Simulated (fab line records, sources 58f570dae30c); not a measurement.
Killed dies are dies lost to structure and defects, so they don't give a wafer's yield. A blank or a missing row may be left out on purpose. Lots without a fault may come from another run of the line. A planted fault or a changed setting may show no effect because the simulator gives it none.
Split-lot experiment | flow berkeley_cmos170 | 5 lots, 23 wafers read, on a route of 331 steps

THE SPLIT
At UCB170_SILICIDE_SPUTTER_01 (material Ti, target thk 30 nm, time 25 s), the setting time_s was moved away from the recipe's 25 s on 8 of the 23 wafers read, by +6.2% to +14.6%. The other wafers ran this setting at the recipe's value.

FROM THE SPLIT TO THE READING: what the file shows between them, 1 step
- UCB170_SILICIDE_RS_MEAS_02: measures by four-point-probe

THE READING
SILICIDE_TI_THK, in nm, at UCB170_SILICIDE_THK_MEAS_03 (measures by xrf). Fault-free wafers of this fab line usually give 30.1 nm, standard deviation 0.39 nm.

wafer  | tool, chamber at the split | time_s as run, s | against the recipe | SILICIDE_TI_THK, nm | against lot-mates on the recipe
L075.1 | pvd_sputter-01, -          | 25               | recipe             | 29.5                | -
L075.2 | pvd_sputter-01, -          | 27.41            | +9.6%              | 32.6                | +3.1
L075.4 | pvd_sputter-01, -          | 27.41            | +9.6%              | 32.1                | +2.6
L075.5 | pvd_sputter-01, -          | 25               | recipe             | 29.6                | -
L075.6 | pvd_sputter-01, -          | 27.41            | +9.6%              | 31.9                | +2.3
L077.1 | pvd_sputter-03, -          | 25               | recipe             | 30.0                | -
L077.2 | pvd_sputter-03, -          | 25               | recipe             | 30.5                | -
L077.3 | pvd_sputter-03, -          | 25               | recipe             | 30.1                | -
L077.4 | pvd_sputter-03, -          | 25               | recipe             | 30.8                | -
L077.6 | pvd_sputter-03, -          | 25               | recipe             | 30.5                | -
L080.1 | pvd_sputter-01, -          | 26.55            | +6.2%              | 32.2                | +1.9
L080.2 | pvd_sputter-01, -          | 26.55            | +6.2%              | 31.9                | +1.6
L080.4 | pvd_sputter-01, -          | 25               | recipe             | 30.5                | -
L080.5 | pvd_sputter-01, -          | 25               | recipe             | 30.3                | -
L080.6 | pvd_sputter-01, -          | 25               | recipe             | 30.0                | -
L085.1 | pvd_sputter-01, -          | 25               | recipe             | 30.4                | -
L085.2 | pvd_sputter-01, -          | 25               | recipe             | 30.7                | -
L085.3 | pvd_sputter-01, -          | 25               | recipe             | 30.2                | -
L083.2 | pvd_sputter-03, -          | 28.65            | +14.6%             | 34.8                | +4.2
L083.3 | pvd_sputter-03, -          | 28.65            | +14.6%             | 34.4                | +3.8
L083.4 | pvd_sputter-03, -          | 25               | recipe             | 30.8                | -
L083.5 | pvd_sputter-03, -          | 25               | recipe             | 30.4                | -
L083.6 | pvd_sputter-03, -          | 28.65            | +14.6%             | 34.5                | +3.9

THE FIT
A straight line over all 23 wafers: SILICIDE_TI_THK changes by +0.269 nm for each +1% of time_s; r = +0.96; the points scatter about the line by 0.45 nm.
The same after taking each lot's own level away (the mean of its wafers on the recipe; 23 wafers): +0.273 nm for each +1%; r = +0.99; scatter 0.24 nm.
On that fit, the largest move of time_s shifts the reading by 4 nm.
The lots' own levels span 29.55 to 30.60 nm, that is 2.7 times the standard deviation above.
So the lot-to-lot level changes the slope little: the two slopes agree.
Check: with one of the wafers moved furthest among these (+14.6%) left out of the fit, the line predicts +3.94 nm for it against its lot-mates. It came out at +4.2 nm against them.

OTHER SPLITS ON THESE WAFERS
These wafers also went through other splits before the reading. Each is held against what the fit with the lots' levels taken away leaves over:
other split on the same wafers       | wafers away from the commonest value | r with SILICIDE_TI_THK (lot level and that fit taken away)
UCB170_PLDD_IMPLANT_08 tilt_deg      | 5                                    | +0.06
UCB170_NLDD_IMPLANT_09 dose_cm2      | 5                                    | +0.02
UCB170_PSD_EXPOSE_03 dose_mj         | 8                                    | +0.36
UCB170_NSD_EXPOSE_03 dose_mj         | 5                                    | +0.11
UCB170_NSD_STRIP_09 overash_fraction | 9                                    | -0.01

THE WHOLE CHAIN: every reading that the file lists as answering this split, in the file's order
step                        | what it does                             | reading                                                                           | change (the file's fit)               | r (the file's)
UCB170_SILICIDE_SPUTTER_01  | material Ti, target thk 30 nm, time 25 s | Ti_of_SILICIDE_SPUTTER_01.thk_nm (the simulator's own value, which no gauge read) | +0.275 nm for each +1% of the setting | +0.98
UCB170_SILICIDE_RS_MEAS_02  | measures by four-point-probe             | SILICIDE_TI_RS                                                                    | -0.248 for each +1% of the setting    | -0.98
UCB170_SILICIDE_THK_MEAS_03 | measures by xrf                          | SILICIDE_TI_THK                                                                   | +0.274 for each +1% of the setting    | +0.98

THE FILE'S OWN FIT
SILICIDE_TI_THK changes by +0.274 nm for each +1% of time_s, r = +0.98.
